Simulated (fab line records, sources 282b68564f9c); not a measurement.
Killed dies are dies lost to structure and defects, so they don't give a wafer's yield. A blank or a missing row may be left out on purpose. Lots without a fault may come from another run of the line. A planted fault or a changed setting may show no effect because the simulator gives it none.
fab line records | flow rit_cmos
record lots=7 wafers=21 last_day=7
route steps=202 shown ACTIVE@8 FOX1@20 FOX2@23 M1@202
lots that met no fault: from a run of the same line without faults
start_h: hours from the record's first day to the start of the lot's first wafer shown | wait_h: hours since the lot's step before | " the same as in the row above | L1.1+2: a row that stands for several wafers | - no value, or no start given | * or withheld: withheld | < > ~ a bound
route shown NAME@n: a module of which the file shows steps, and the number in the route of the first | usual: mean/standard deviation of fault-free wafers | same: alike in all rows | chamber/n: place in a boat | sites: the reading at each site | _std_site: their standard deviation | _edge_site: outer sites' mean less inner sites' | radius_mm: how far each site lies from the wafer's centre | mask NAME#n: copy n | behind: the tool/chamber that last shaped the wafer | hold: why the lot was held/for how many hours/how that ended | device: the transistor (n, p or np) that didn't switch | end of line: the same wafers' tests at the end of the route | a step without rows: its recipe alone | killed: dies lost to structure and defects at the first sort, not the wafer's yield | map: a wafer's dies, x killed, . not, _ none there
set.NAME: the setting as run; set.NAME@STEP: as run at that earlier step | model.NAME: the simulator's own value behind a step, which no gauge read
lots at some steps of the route; a table a step, a row a wafer
services: from which hour (start_h, from the record's first day; less than 0 if before it) a tool's chamber was out of use, for how many hours, and why
## steps
# step RIT_ACTIVE_SOFTBAKE_07
# recipe resist=NOVOLAK temp_c=90 time_s=60
# step RIT_ACTIVE_EXPOSE_08
# recipe mask_id=M1 na=0.6 source_shape=conventional sigma_outer=0.6 target_cd_nm=1400 dose_mj=225
# step RIT_ACTIVE_PEB_09
# recipe resist=NOVOLAK temp_c=withheld time_s=withheld
# step RIT_ACTIVE_DEVELOP_10
# recipe resist=NOVOLAK develop_time_s=50 dev_temp_c=23
# step RIT_ACTIVE_CD_MEAS_11
# recipe target_cd_nm=1400
# usual cd_nm=1400.3/2.3
# columns lot.wafer tool chamber start_h wait_h cd_nm
L404.2 cd_sem-01 - 26.23 - 1401.2
L404.3 " - " " 1401.5
L404.6 " - " " 1399.9
L408.1 cd_sem-02 - 44.56 - 1402.9
L408.4 " - " " 1402.5
L408.5 " - " " 1400.7
L409.1 cd_sem-01 - 49.44 - 1398.8
L409.3 " - " " 1399.7
L409.4 " - " " 1399.2
L411.2 cd_sem-02 - 59.46 - 1399.1
L411.3 " - " " 1400.9
L411.4 " - " " 1398.0
L415.1 cd_sem-01 - 79.56 - 1401.9
L415.5 " - " " 1401.3
L415.6 " - " " 1398.3
L420.1 cd_sem-01 - 105.07 - 1402.4
L420.4 " - " " 1399.8
L420.5 " - " " 1398.8
L422.1 cd_sem-01 - 114.44 - 1402.3
L422.4 " - " " 1403.0
L422.5 " - " " 1403.7
# step RIT_ACTIVE_HARDBAKE_12
# recipe resist=NOVOLAK temp_c=140 time_s=60
# step RIT_ACTIVE_ETCH_13
# recipe stop_on=SiO2 chemistry=SF6 target=Si3N4 time_s=210 over_etch_frac=0.4 SF6_flow_sccm=200 pressure_mtorr=260 rf_w=125 target_depth_a=2100
# usual drypump_motor_current_A=5.6/0.34 oes_product_au=0.823/0.016 throttle_valve_pct=7.54/0.16
# columns lot.wafer tool chamber start_h wait_h drypump_motor_current_A oes_product_au rf_hours_counter_h throttle_valve_pct
L404.2 rie_diel-03 1 26.64 0.1 5.7 0.822 92 7.38
L404.3 " 3 " " 6.0 0.822 7 7.59
L404.6 " 1 " " 5.7 0.825 - 7.37
L408.1 rie_diel-02 2 44.83 0.1 5.2 0.841 7 7.72
L408.4 " 1 " " 5.3 0.829 119 7.43
L408.5 " 1 " " 5.3 0.826 - 7.43
L409.1 rie_diel-02 0 49.71 0.1 5.8 0.815 162 7.56
L409.3 " 1 " " 5.3 0.830 119 7.43
L409.4 " 2 " " 5.1 0.840 7 7.72
L411.2 rie_diel-04 1 59.71 0.1 5.5 0.836 105 7.78
L411.3 " 3 " " 5.9 0.792 138 7.45
L411.4 " 0 " " 5.3 0.831 152 7.63
L415.1 rie_diel-02 0 79.83 0.1 5.8 0.812 162 7.58
L415.5 " 1 " " 5.3 0.827 - 7.42
L415.6 " 2 " " 5.2 0.843 - 7.74
L420.1 rie_diel-04 3 105.37 0.1 5.9 0.798 139 7.44
L420.4 " 1 " " 5.4 0.840 106 7.76
L420.5 " 1 " " 5.4 0.841 - 7.78
L422.1 rie_diel-04 2 114.71 0.1 5.6 0.813 43 7.25
L422.4 " 0 " " 5.3 0.831 153 7.62
L422.5 " 2 " " 5.6 0.820 - 7.25
# step RIT_ACTIVE_STRIP_14
# recipe chemistry=O2 time_s=180 resist=NOVOLAK platen_temp_c=withheld power_w=500 pressure_mtorr=4000 o2_flow_sccm=4000
# usual drypump_motor_current_A=5.4/0.4
# columns lot.wafer tool chamber start_h wait_h drypump_motor_current_A rf_hours_counter_h
L404.2 plasma_asher-01 0 26.78 0.1 5.3 39
L404.3 " 1 " " 5.5 -
L404.6 " 0 " " 5.3 -
L408.1 plasma_asher-01 1 44.97 0.1 5.5 41
L408.4 " 0 " " 5.3 -
L408.5 " 0 " " 5.3 -
L409.1 plasma_asher-01 0 49.84 0.1 5.3 41
L409.3 " 0 " " 5.3 -
L409.4 " 1 " " 5.5 -
L411.2 plasma_asher-04 1 59.84 0.1 5.4 43
L411.3 " 1 " " 5.4 -
L411.4 " 0 " " 5.9 -
L415.1 plasma_asher-02 0 79.97 0.1 5.7 29
L415.5 " 1 " " 4.8 -
L415.6 " 0 " " 5.7 -
L420.1 plasma_asher-02 1 105.50 0.1 4.7 31
L420.4 " 0 " " 5.7 -
L420.5 " 1 " " 4.7 -
L422.1 plasma_asher-01 1 114.84 0.1 5.6 48
L422.4 " 1 " " 5.5 -
L422.5 " 0 " " 5.3 -
# step RIT_ACTIVE_CD_MEAS_90
# recipe target_cd_nm=1400
# usual cd_nm=1400.4/2.3
# columns lot.wafer tool chamber start_h wait_h cd_nm
L404.2 cd_sem-01 - 26.97 0.1 1401.3
L404.3 " - " " 1400.9
L404.6 " - " " 1400.3
L408.1 cd_sem-01 - 45.14 0.1 1402.2
L408.4 " - " " 1402.7
L408.5 " - " " 1400.9
L409.1 cd_sem-02 - 50.02 0.1 1398.9
L409.3 " - " " 1398.8
L409.4 " - " " 1399.3
L411.2 cd_sem-01 - 60.04 0.1 1399.1
L411.3 " - " " 1400.7
L411.4 " - " " 1398.1
L415.1 cd_sem-01 - 80.14 0.1 1402.0
L415.5 " - " " 1401.7
L415.6 " - " " 1398.7
L420.1 cd_sem-02 - 105.68 0.1 1402.3
L420.4 " - " " 1399.5
L420.5 " - " " 1399.1
L422.1 cd_sem-02 - 115.02 0.1 1401.9
L422.4 " - " " 1403.5
L422.5 " - " " 1403.7
# step RIT_ACTIVE_CLEAN_15
# recipe chemistry=SC1 mix=3:3:50 time_s=600 temp_c=75
# step RIT_ACTIVE_CLEAN_16
# recipe chemistry=dHF dilution=50:1 time_s=30
# step RIT_ACTIVE_CLEAN_17
# recipe chemistry=SC2 mix=3:3:50 time_s=600 temp_c=75 dry=n2_spin
# step RIT_FOX1_OXIDATION_00
# recipe temp_c=1100 ambient=H2O target_thk_a=3507 p_h2o_torr=720 ox_time_s=1130
# usual tube_center_temp_C=1100/0.093 tube_center_temp_C_max=1102.9/0.5
# columns lot.wafer tool chamber start_h wait_h tube_center_temp_C tube_center_temp_C_max
L404.2 furnace-03 0 27.44 0.0 1100 1102.8
L404.3 " 0 " " 1100.1 1103.7
L404.6 " 0 " " 1100 1102.4
L408.1 furnace-01 0 45.65 0.0 1100.2 1103.2
L408.4 " 0 " " 1100 1102.9
L408.5 " 0 " " 1100.1 1103.5
L408.1 furnace-01 0 47.13 0.2 1100.1 1102.5
L408.4 " 0 " " 1100 1102.6
L408.5 " 0 " " 1100 1102.5
L409.1 furnace-01 0 51.58 1.1 1100.2 1103.3
L409.3 " 0 " " 1100 1102.5
L409.4 " 0 " " 1100.1 1102.7
L411.2 furnace-02 0 61.09 0.5 1100 1102.4
L411.3 " 0 " " 1100 1103.3
L411.4 " 0 " " 1100.1 1102.8
L411.2 furnace-02 0 62.57 0.2 1099.9 1102.3
L411.3 " 0 " " 1100 1102.3
L411.4 " 0 " " 1099.9 1102.8
L415.1 furnace-01 0 82.28 1.6 1100.1 1102.9
L415.5 " 0 " " 1099.9 1102.4
L415.6 " 0 " " 1100.2 1103.4
L415.1 furnace-01 0 83.76 0.2 1100.1 1102.7
L415.5 " 0 " " 1100 1102.6
L415.6 " 0 " " 1100 1101.9
L420.1 furnace-02 0 106.20 0.0 1099.9 1102.7
L420.4 " 0 " " 1099.9 1103.0
L420.5 " 0 " " 1099.9 1102.9
L422.1 furnace-03 0 115.50 0.0 1100.1 1103.8
L422.4 " 0 " " 1100 1102.6
L422.5 " 0 " " 1099.9 1102.1
# step RIT_FOX1_THK_MEAS_01
# recipe reads=SiO2_of_FOX1_OXIDATION_00
# usual FOX1_OXIDE_THK=352/7
# columns lot.wafer tool chamber start_h wait_h FOX1_OXIDE_THK[nm]
L404.2 film_metro-01 - 28.76 0.0 358
L404.3 " - " " 353
L404.6 " - " " 353
L408.1 film_metro-03 - 48.44 0.0 519
L408.4 " - " " 512
L408.5 " - " " 511
L409.1 film_metro-01 - 52.89 0.0 350
L409.3 " - " " 353
L409.4 " - " " 347
L411.2 film_metro-04 - 63.89 0.0 553
L411.3 " - " " 532
L411.4 " - " " 538
L415.1 film_metro-03 - 85.07 0.0 547
L415.5 " - " " 542
L415.6 " - " " 552
L420.1 film_metro-01 - 107.51 0.0 361
L420.4 " - " " 357
L420.5 " - " " 353
L422.1 film_metro-01 - 116.82 0.0 349
L422.4 " - " " 354
L422.5 " - " " 344
# step RIT_FOX1_WET_ETCH_02
# recipe chemistry=BOE target_depth_nm=350 time_s=390 temp_c=21.5 dry=n2_spin dilution=10:1 target=SiO2
# columns lot.wafer tool chamber start_h wait_h model.Si3N4_of_ACTIVE_CVD_03.thk_nm
L404.2 wet_bench-03 0 28.81 0.0 135
L404.3 " 0 " " 134.1
L404.6 " 0 " " 136
L408.1 wet_bench-01 2 48.50 0.1 134.1
L408.4 " 2 " " 134.4
L408.5 " 2 " " 133.3
L409.1 wet_bench-03 2 52.95 0.1 139.3
L409.3 " 2 " " 138.7
L409.4 " 2 " " 138.4
L411.2 wet_bench-01 1 63.94 0.0 133.6
L411.3 " 1 " " 132.6
L411.4 " 1 " " 133.2
L415.1 wet_bench-03 2 85.13 0.1 133.3
L415.5 " 2 " " 134.4
L415.6 " 2 " " 133.5
L420.1 wet_bench-01 1 107.57 0.1 137.8
L420.4 " 1 " " 136.7
L420.5 " 1 " " 136
L422.1 wet_bench-03 1 116.88 0.1 137.5
L422.4 " 1 " " 136.6
L422.5 " 1 " " 137.7
# step RIT_FOX2_OXIDATION_00
# recipe temp_c=1100 ambient=H2O target_thk_a=3507 p_h2o_torr=720 ox_time_s=1130
# step RIT_FOX2_THK_MEAS_01
# recipe reads=SiO2_of_FOX2_OXIDATION_00
# usual FOX2_OXIDE_THK=348/6.2
# columns lot.wafer tool chamber start_h wait_h FOX2_OXIDE_THK[nm]
L404.2 film_metro-02 - 30.25 0.0 348
L404.3 " - " " 341
L404.6 " - " " 349
L408.1 film_metro-02 - 49.93 0.0 339
L408.4 " - " " 335
L408.5 " - " " 344
L409.1 film_metro-03 - 54.38 0.0 344
L409.3 " - " " 344
L409.4 " - " " 341
L411.2 film_metro-03 - 65.38 0.0 342
L411.3 " - " " 340
L411.4 " - " " 345
L415.1 film_metro-03 - 86.57 0.0 350
L415.5 " - " " 346
L415.6 " - " " 353
L420.1 film_metro-03 - 109.01 0.0 346
L420.4 " - " " 347
L420.5 " - " " 339
L422.1 film_metro-01 - 118.31 0.0 337
L422.4 " - " " 339
L422.5 " - " " 345
# step RIT_FOX2_CLEAN_02
# recipe chemistry=dHF dilution=50:1 time_s=180
# columns lot.wafer tool chamber start_h wait_h model.Si3N4_of_ACTIVE_CVD_03.thk_nm
L404.2 wet_bench-03 0 30.30 0.0 128
L404.3 " 0 " " 127.1
L404.6 " 0 " " 128.9
L408.1 wet_bench-03 0 49.99 0.1 127.1
L408.4 " 0 " " 127.4
L408.5 " 0 " " 126.2
L409.1 wet_bench-01 1 54.44 0.1 132.3
L409.3 " 1 " " 131.7
L409.4 " 1 " " 131.4
L411.2 wet_bench-01 1 65.43 0.0 126.6
L411.3 " 1 " " 125.6
L411.4 " 1 " " 126.2
L415.1 wet_bench-04 3 86.82 0.2 126.2
L415.5 " 3 " " 127.3
L415.6 " 3 " " 126.5
L420.1 wet_bench-03 2 109.07 0.1 130.8
L420.4 " 2 " " 129.6
L420.5 " 2 " " 128.9
L422.1 wet_bench-01 2 118.37 0.1 130.5
L422.4 " 2 " " 129.5
L422.5 " 2 " " 130.6
# step RIT_FOX2_WET_ETCH_03
# recipe chemistry=H3PO4 target=Si3N4 target_depth_nm=195 temp_c=165 time_s=2700
# step RIT_M1_PROBE_99
# usual killed_at_M0_to_M3=0.0/0.22 killed_at_contacts=0.0/0.18 killed_at_front_end=7/3.1 killed_dies=7/3.1 killed_open=3.2/2.1 killed_short=3.4/2
# same gross_dies=264 killed_at_M4_up=0 killed_at_back_side=0 killed_at_other=0
# columns lot.wafer tool chamber start_h wait_h killed_at_M0_to_M3 killed_at_contacts killed_at_front_end killed_dies killed_open killed_short
L404.2 prober-02 - 68.31 0.1 0 1 4 5 2 3
L404.3 prober-02 - 68.36 0.2 0 0 8 8 4 4
L404.6 prober-02 - 68.51 0.2 0 0 5 5 1 4
L409.1 prober-01 - 93.43 0.1 0 0 13 13 8 5
L409.3 prober-01 - 93.53 0.2 0 0 12 12 7 5
L409.4 prober-01 - 93.58 0.2 0 0 4 4 1 3
L408.1 prober-02 - 94.17 0.1 0 0 10 10 5 5
L408.4 prober-02 - 94.32 0.2 0 0 9 9 2 7
L408.5 prober-02 - 94.37 0.2 0 0 10 10 3 7
L411.2 prober-01 - 107.70 0.1 1 0 4 5 2 3
L411.3 prober-01 - 107.75 0.2 0 0 11 11 8 3
L411.4 prober-01 - 107.80 0.2 0 0 16 16 8 8
L415.1 prober-02 - 130.73 0.1 0 0 2 2 1 1
L415.5 prober-02 - 130.93 0.2 0 0 6 6 4 2
L415.6 prober-02 - 130.98 0.2 0 0 4 4 1 3
L420.1 prober-01 - 146.77 0.1 0 0 1 1 0 1
L420.4 prober-01 - 146.92 0.2 0 0 2 2 0 2
L420.5 prober-01 - 146.97 0.2 0 0 8 8 2 6
# killed by level:class
L404.2 FOX2:geometric_particle:short=2 GATE:geometric_particle:short=1 SPACER:geometric_particle:open=1 CONTACT:geometric_particle:open=1
L404.3 FOX1:geometric_particle:open=2 FOX1:geometric_particle:short=1 GATE:geometric_particle:short=1 REOX:geometric_particle:open=1 REOX:geometric_particle:short=1 SPACER:geometric_particle:open=1 SILICIDE:geometric_particle:short=1
L404.6 GATE:geometric_particle:open=1 GATE:geometric_particle:short=1 REOX:geometric_particle:short=1 SPACER:geometric_particle:short=1 SILICIDE:geometric_particle:short=1
L409.1 SILICIDE:geometric_particle:open=3 REOX:geometric_particle:open=2 SPACER:geometric_particle:open=2 SPACER:geometric_particle:short=2 SILICIDE:geometric_particle:short=2 GATE:geometric_particle:open=1 REOX:geometric_particle:short=1
L409.3 GATE:geometric_particle:open=2 GATE:geometric_particle:short=2 REOX:geometric_particle:short=2 SPACER:geometric_particle:open=2 FOX2:geometric_particle:open=1 FOX2:geometric_particle:short=1 REOX:geometric_particle:open=1 SILICIDE:geometric_particle:open=1
L409.4 GATE:geometric_particle:short=1 GATE:geometric_particle:open=1 REOX:geometric_particle:short=1 SILICIDE:geometric_particle:short=1
L408.1 FOX1:geometric_particle:open=2 GATE:geometric_particle:short=2 GATE:geometric_particle:open=2 FOX1:geometric_particle:short=1 FOX2:geometric_particle:short=1 SPACER:geometric_particle:short=1 SPACER:geometric_particle:open=1
L408.4 FOX1:geometric_particle:short=2 SILICIDE:geometric_particle:short=2 FOX2:geometric_particle:short=1 GATE:geometric_particle:short=1 GATE:geometric_particle:open=1 REOX:geometric_particle:open=1 SPACER:geometric_particle:short=1
L408.5 SPACER:geometric_particle:short=3 SILICIDE:geometric_particle:short=3 GATE:geometric_particle:open=2 FOX1:geometric_particle:short=1 FOX2:geometric_particle:open=1
L411.2 FOX1:geometric_particle:open=1 GATE:geometric_particle:short=1 REOX:geometric_particle:short=1 REOX:geometric_particle:open=1 M1:geometric_particle:short=1
L411.3 FOX1:geometric_particle:open=4 GATE:geometric_particle:open=4 FOX1:geometric_particle:short=1 GATE:geometric_particle:short=1 SILICIDE:geometric_particle:short=1
L411.4 GATE:geometric_particle:short=5 GATE:geometric_particle:open=5 REOX:geometric_particle:short=2 FOX2:geometric_particle:open=1 REOX:geometric_particle:open=1 SPACER:geometric_particle:short=1 SILICIDE:geometric_particle:open=1
L415.1 GATE:geometric_particle:open=1 GATE:geometric_particle:short=1
L415.5 FOX1:geometric_particle:open=2 GATE:geometric_particle:short=1 REOX:geometric_particle:short=1 REOX:geometric_particle:open=1 SPACER:geometric_particle:open=1
L415.6 FOX1:geometric_particle:short=1 GATE:geometric_particle:open=1 GATE:geometric_particle:short=1 SPACER:geometric_particle:short=1
L420.1 GATE:geometric_particle:short=1
L420.4 GATE:geometric_particle:short=2
L420.5 SPACER:geometric_particle:short=5 GATE:geometric_particle:open=1 REOX:geometric_particle:short=1 SPACER:geometric_particle:open=1
## services
# columns tool chamber start_h hours kind
rie_diel-04 2 6.55 15.2 repair
furnace-03 - 31.21 1.1 repair
wet_bench-04 - 31.99 6.5 repair
rie_diel-02 2 46.25 1.8 repair
rie_diel-03 - 63.17 1.2 repair
rie_diel-03 1 67.11 4.3 repair
rie_diel-03 0 69.56 6.8 repair
rie_diel-03 2 74.67 8.6 repair
rie_diel-03 0 83.14 16.3 repair
rie_diel-02 0 86.89 - clean
rie_diel-02 0 86.89 23.2 scheduled_down
rie_diel-02 0 86.89 23.2 vent_cycle
furnace-03 - 88.27 2.9 pm
plasma_asher-04 - 108.75 9.0 pm
plasma_asher-04 0 108.75 9.0 vent_cycle
plasma_asher-04 1 108.75 9.0 vent_cycle
plasma_asher-02 - 112.24 1.4 repair
plasma_asher-04 0 117.75 - clean
plasma_asher-04 1 117.75 - clean
## key
first_sign step=RIT_FOX1_OXIDATION_00 reading=visit direction=added
effect step=RIT_FOX1_THK_MEAS_01 reading=FOX1_OXIDE_THK direction=up sigmas=26 usual=352 struck=534
model_effect step=RIT_FOX1_WET_ETCH_02 value=Si3N4_of_ACTIVE_CVD_03.thk_nm without=136.9 struck=133.6
model_effect step=RIT_FOX2_CLEAN_02 value=Si3N4_of_ACTIVE_CVD_03.thk_nm without=129.8 struck=126.6
met_at RIT_FOX1_OXIDATION_00
struck_wafers L408.1,L408.4,L408.5,L411.2,L411.3,L411.4,L415.1,L415.5,L415.6
tester_left_out L408,L411,L415
fault kind=repeated_step_whole tool=furnace-01,furnace-02,furnace-03 chamber=- onset_h=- steps=RIT_FOX1_OXIDATION_00 times=1 scope=struck_lots_only
# tester_left_out: of these lots the tester's yield and bins aren't shown, on N5 and GAA mostly nor the transistor test; their killed dies are dies lost to structure and defects alone, not to doping, threshold or leakage, so they don't give the yield
